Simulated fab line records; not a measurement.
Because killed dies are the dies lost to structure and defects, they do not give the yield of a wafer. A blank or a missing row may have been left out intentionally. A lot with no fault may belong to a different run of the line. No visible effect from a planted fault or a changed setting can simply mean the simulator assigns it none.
What tool caused it? || flow berkeleyCmos170 || 12 lots, 36 wafers sampled, at 1 step of a route of 331

== WHAT EACH GAUGE READ, for each wafer ==
UCB170_NWELL_THK_MEAS_02. Usual: for NWELL_OXIDE_THK the level is 26.2 nm and the standard deviation is 0.45.
{"lot": "L522", "measured": "day 2 03:35", "on": "filmMetro-02", "NWELL_OXIDE_THK (nm)": "26.0 26.2 26.1", "flag": ""}
{"lot": "L523", "measured": "day 2 03:35", "on": "filmMetro-03", "NWELL_OXIDE_THK (nm)": "26.3 26.7 26.4", "flag": ""}
{"lot": "L524", "measured": "day 2 13:29", "on": "filmMetro-04", "NWELL_OXIDE_THK (nm)": "26.5 26.4 26.5", "flag": ""}
{"lot": "L531", "measured": "day 4 00:47", "on": "filmMetro-03", "NWELL_OXIDE_THK (nm)": "29.3 29.2 28.9 29.3 29.2 28.9", "flag": "OFF"}
{"lot": "L537", "measured": "day 5 08:17", "on": "filmMetro-04", "NWELL_OXIDE_THK (nm)": "26.8 26.6 27.1", "flag": ""}
{"lot": "L536", "measured": "day 5 08:17", "on": "filmMetro-03", "NWELL_OXIDE_THK (nm)": "28.9 28.9 29.1 29.0 28.9 29.1", "flag": "OFF"}
{"lot": "L538", "measured": "day 5 14:27", "on": "filmMetro-02", "NWELL_OXIDE_THK (nm)": "26.2 26.1 25.8", "flag": ""}
{"lot": "L541", "measured": "day 6 01:02", "on": "filmMetro-04", "NWELL_OXIDE_THK (nm)": "25.2 25.5 25.3", "flag": ""}
{"lot": "L540", "measured": "day 6 01:04", "on": "filmMetro-02", "NWELL_OXIDE_THK (nm)": "25.5 25.4 25.8", "flag": ""}
{"lot": "L542", "measured": "day 6 11:45", "on": "filmMetro-04", "NWELL_OXIDE_THK (nm)": "26.0 26.5 26.4", "flag": ""}
{"lot": "L543", "measured": "day 6 11:46", "on": "filmMetro-02", "NWELL_OXIDE_THK (nm)": "25.7 25.7 25.2", "flag": ""}
{"lot": "L545", "measured": "day 6 19:26", "on": "filmMetro-02", "NWELL_OXIDE_THK (nm)": "26.9 26.8 26.9", "flag": ""}

== TOOL THAT RAN EACH LOT (tool first, then ch and the chambers of the sampled wafers, then the start) ==
Record: no process step prior to these readings.

== AS READ BY THE TOOLS THEMSELVES (means over the sampled wafers that have a number; for cases with no such wafer, the mark the record gives instead) ==
The record holds no such reading with a usual standard deviation.

== THE ANSWER, worked out from the rows above alone ==
Rule: a lot is off if the mean of its wafers that have a number lies more than 3 standard deviations from the usual mean. A lot without any number at a reading at which 4 lots or more have one is off too. The other lots that the step has rows for count as sound. First the gauges in route order, then the tools' own readings, where a lot's mean is used as printed above. The first step at which some lot is off is used, and at that step the reading that is off furthest; a lot without a number counts as furthest.
Off: L531, L536, seen at UCB170_NWELL_THK_MEAS_02 (NWELL_OXIDE_THK).
If a tool, at a process step before that reading, ran all the lots that are off and no sound lot after the first of them, it fits. The gauges at UCB170_NWELL_THK_MEAS_02 are tried like those tools. One fits: UCB170_NWELL_THK_MEAS_02 on filmMetro-03. Its last sound lot is L523 (day 2 03:35), its first lot that is off L531 (day 4 00:47): a fault that began between those two fits.

== WHAT THE SIMULATOR PUT IN ==
Metrology matching offset: filmMetro-03, from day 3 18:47 on, at UCB170_NWELL_THK_MEAS_02. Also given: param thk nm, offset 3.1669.
Lots struck among those shown: L531, L536. The rule above found the same.
